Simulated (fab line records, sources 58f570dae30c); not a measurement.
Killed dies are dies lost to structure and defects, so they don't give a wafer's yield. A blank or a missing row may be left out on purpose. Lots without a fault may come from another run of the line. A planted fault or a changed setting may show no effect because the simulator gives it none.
Problem report in the 8D (eight disciplines) form, filled by code | flow berkeley_cmos170 | the parts of the form that need people (team, actions taken, sign-off) are left out

1. THE PROBLEM
PWELL_OXIDE_THK at UCB170_PWELL_THK_MEAS_03 reads a mean of 33.4 nm on 6 wafers of 2 lots; wafers without a fault read 26.3 nm with a standard deviation of 0.54. That is +13 standard deviations from the usual mean.
First seen on wafer L767.2, day 4 02:58, on film_metro-03. The record holds 42 wafers of 14 lots with a number at this step. Rule for "out", or "out of limits": more than 4 standard deviations from the usual mean. The other wafers with a number count as sound.

2. WHAT IT IS AND WHAT IT IS NOT
question                    | is                           | is not
which readings at this step | PWELL_OXIDE_THK              | -
which lots                  | L767, L768                   | L762, L763, L764, L765, L774, L775, L776, L778, L779, L780, L782, L783
which wafers of those lots  | all that have a number       | -
read on which gauges        | film_metro-02, film_metro-03 | film_metro-01
when                        | from day 4 02:58             | up to then (12 sound wafers); but 24 sound wafers of L774, L775, L776, L778, L779, L780, L782, L783 came after

3. SUSPECTS, AND WHAT RULES EACH OUT
Counting: a tool at a process step up to the reading stays a suspect if it ran every lot that is out and no sound lot after the first of them.
- the gauge at UCB170_PWELL_THK_MEAS_03: ruled out. The wafers that are out were read on 2 gauges (film_metro-02, film_metro-03).
- furnace-01 at UCB170_PWELL_OXIDATION_02 (target thk 26.4 nm, ox time 1260 s): kept. It ran every lot that is out, first L767 (day 4 01:37), and no sound lot after that; its last sound lot up to then is L763 (day 3 00:29).
Left after counting: furnace-01 at UCB170_PWELL_OXIDATION_02.

4. THE CAUSE (what the simulator had put in)
Process parameter drift: furnace-01, from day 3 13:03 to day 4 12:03, at UCB170_PWELL_OXIDATION_02. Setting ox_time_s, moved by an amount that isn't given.
Counting left only this tool.

5. THE CHAIN OF EFFECTS, in route order
Each row: a reading whose mean over the struck wafers that have a number lies more than 3 standard deviations from the usual. Only readings for which the record gives a usual standard deviation are gone through. hours: the time from each lot's start at the first step in this table that gives one to its start at this step, as a median over the lots. sigmas: the change in usual standard deviations.
hours | step                     | reading         | usual   | on struck wafers | change | sigmas
0     | UCB170_PWELL_THK_MEAS_03 | PWELL_OXIDE_THK | 26.3 nm | 33.4             | +7.1   | +13
Later measuring or inspecting steps at which every struck wafer that the step has a row for has a number for every such reading, and none has moved that far: UCB170_M1_CD_MEAS_09.

6. WHAT WOULD HAVE CAUGHT IT SOONER
In this record the first reading out of limits at a measuring or inspecting step was taken at day 4 02:58, 14 hours after the fault began at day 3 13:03.
All the lots that are out (2) had begun UCB170_PWELL_OXIDATION_02 on furnace-01 by day 4 02:58. A hold on the tool at that time would have spared none of them.
